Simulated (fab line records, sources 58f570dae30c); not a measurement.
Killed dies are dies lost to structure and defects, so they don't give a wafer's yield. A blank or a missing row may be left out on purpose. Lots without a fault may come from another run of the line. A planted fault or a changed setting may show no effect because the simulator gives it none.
Which tool did it? | flow berkeley_cmos170 | 14 lots, 42 wafers sampled, at 3 steps of a route of 331

WHAT THE GAUGES READ, wafer by wafer
UCB170_M1_RS_MEAS_01: measures by four-point-probe. Usual: M1_AL_RS 0.0483 ohm/sq, standard deviation 0.00054.
lot  | measured     | on            | M1_AL_RS (ohm/sq)    | flag
L540 | day 8 10:28  | film_metro-04 | 0.0482 0.0482 0.0487 |
L541 | day 8 10:35  | film_metro-03 | 0.0488 0.0487 0.0487 |
L543 | day 9 03:33  | film_metro-03 | 0.0485 0.0484 0.0482 |
L544 | day 10 00:55 | film_metro-04 | 0.0481 0.0481 0.0484 |
L546 | day 10 02:02 | film_metro-03 | 0.0491 0.0487 0.0486 |
L545 | day 10 02:08 | film_metro-01 | 0.0480 0.0479 0.0484 |
L550 | day 10 02:11 | film_metro-04 | 0.0475 0.0475 0.0476 |
L548 | day 10 02:21 | film_metro-03 | 0.0496 0.0491 0.0495 |
L552 | day 11 22:26 | film_metro-01 | 0.0484 0.0489 0.0487 |
L553 | day 11 22:43 | film_metro-03 | 0.0477 0.0477 0.0477 |
L559 | day 13 00:56 | film_metro-03 | 0.0489 0.0491 0.0486 |
L558 | day 13 01:24 | film_metro-03 | 0.0490 0.0489 0.0488 |
L557 | day 13 01:35 | film_metro-01 | 0.0489 0.0492 0.0490 |
L561 | day 13 08:32 | film_metro-01 | 0.0482 0.0479 0.0481 |

UCB170_M1_THK_MEAS_02: measures by xrf. Usual: M1_AL_THK 611 nm, standard deviation 6.2.
lot  | measured     | on            | M1_AL_THK (nm) | flag
L540 | day 8 10:35  | film_metro-04 | 612 610 609    |
L541 | day 8 10:41  | film_metro-03 | 604 609 605    |
L543 | day 9 03:38  | film_metro-03 | 613 616 613    |
L544 | day 10 01:02 | film_metro-04 | 609 606 601    |
L546 | day 10 02:09 | film_metro-03 | 601 606 605    |
L545 | day 10 02:13 | film_metro-01 | 611 615 609    |
L550 | day 10 02:18 | film_metro-04 | 616 618 614    |
L548 | day 10 02:28 | film_metro-03 | 597 602 596    |
L552 | day 11 22:34 | film_metro-01 | 611 607 609    |
L553 | day 11 22:49 | film_metro-03 | 622 624 619    |
L559 | day 13 01:03 | film_metro-03 | 604 603 609    |
L558 | day 13 01:31 | film_metro-03 | 604 604 607    |
L557 | day 13 01:41 | film_metro-01 | 608 605 609    |
L561 | day 13 08:39 | film_metro-01 | 614 619 615    |

UCB170_V2_BOW_MEAS_03. Usual: V2_BOW 36 um, standard deviation 7.3.
lot  | measured     | on            | V2_BOW (um) | flag
L540 | day 8 20:00  | film_metro-01 | 50 45 40    |
L541 | day 8 22:10  | film_metro-01 | 41 30 33    |
L543 | day 9 12:22  | film_metro-01 | 38 22 28    |
L544 | day 10 09:41 | film_metro-03 | 40 41 58    |
L546 | day 10 12:01 | film_metro-03 | 45 50 38    |
L545 | day 10 12:19 | film_metro-01 | 43 30 39    |
L550 | day 10 12:46 | film_metro-01 | 33 40 25    |
L548 | day 10 13:48 | film_metro-02 | 36 32 27    |
L552 | day 12 09:27 | film_metro-03 | 38 33 38    |
L553 | day 12 12:44 | film_metro-02 | 36 23 28    |
L559 | day 13 10:05 | film_metro-02 | 35 31 32    |
L558 | day 13 17:05 | film_metro-03 | 17 45 38    |
L557 | day 13 13:16 | film_metro-01 | 34 30 40    |
L561 | day 13 19:44 | film_metro-03 | 35 30 38    |

WHICH TOOL RAN EACH LOT (tool, then ch and the chambers of the sampled wafers, then the start)
The record holds no process step before these readings.

WHAT THE TOOLS THEMSELVES READ (means of the sampled wafers that have a number; where no wafer has one, the mark that the record gives instead)
The record holds no such reading with a usual standard deviation.

THE ANSWER, worked out from the rows above alone
Rule: a lot is off if the mean of its wafers that have a number lies more than 3 standard deviations from the usual mean. A lot without any number at a reading at which 4 lots or more have one is off too. The other lots that the step has rows for count as sound. The gauges are gone through in route order, then the tools' own readings, and for those a lot's mean is taken as printed above. The first step at which some lot is off is used, and at that step the reading that is off furthest; a lot without a number counts as furthest.
No lot is off at any reading shown: from this, nothing can be told.

WHAT THE SIMULATOR HAD PUT IN
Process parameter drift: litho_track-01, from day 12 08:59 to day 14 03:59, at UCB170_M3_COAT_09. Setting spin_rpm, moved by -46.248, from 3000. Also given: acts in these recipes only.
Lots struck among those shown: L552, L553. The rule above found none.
